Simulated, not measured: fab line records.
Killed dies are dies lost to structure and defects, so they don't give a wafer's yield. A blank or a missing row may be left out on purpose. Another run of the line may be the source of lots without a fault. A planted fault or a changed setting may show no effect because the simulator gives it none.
Which tool is to blame? | flow berkeleyCmos170 | 7 lots, 21 wafers sampled, at 1 step of a route of 331

## WHAT THE GAUGES SHOWED, per wafer
UCB170_ACTIVE_CD_MEAS_13 targets a cd of 1200 nm.
lot  | measured    | on       | cdNm (nm)
L273 | day 4 11:04 | cdSem-01 | 1200.0 1201.2 1200.5
L276 | day 5 02:46 | cdSem-01 | 1201.1 1201.0 1200.2
L278 | day 5 15:24 | cdSem-02 | 1201.3 1201.2 1201.2
L280 | day 5 20:20 | cdSem-01 | 1200.4 1202.0 1200.4
L287 | day 7 15:58 | cdSem-02 | 1201.9 1202.5 1202.5
L288 | day 7 21:27 | cdSem-01 | 1200.5 1199.9 1201.0
L295 | day 8 18:04 | cdSem-02 | 1200.0 1199.8 1198.4

## WHAT TOOL EACH LOT RAN ON (gives the tool, then ch and the chambers of the sampled wafers, and finally the start)
Record: no process step prior to these readings.

## THE ANSWER, worked out from the rows above alone
Rule: what is usual is taken from the lots themselves. Put in order of their means at a reading, lots are off if they are a third of the lots or fewer, leave a main group of 4 or more, and stand apart from it by a gap of 3 or more times the standard deviation of the main group's means; of several such gaps the widest counts. A main group is skipped when, at the precision printed for the reading in the tables above, its means are all equal. A lot without any number at a reading at which 4 lots or more have one is off too. Where the step has rows for the other lots, those lots are counted as sound.
Across all readings shown, no lot is off: no conclusion can be drawn from this.

## WHAT THE SIMULATOR HAD PUT IN
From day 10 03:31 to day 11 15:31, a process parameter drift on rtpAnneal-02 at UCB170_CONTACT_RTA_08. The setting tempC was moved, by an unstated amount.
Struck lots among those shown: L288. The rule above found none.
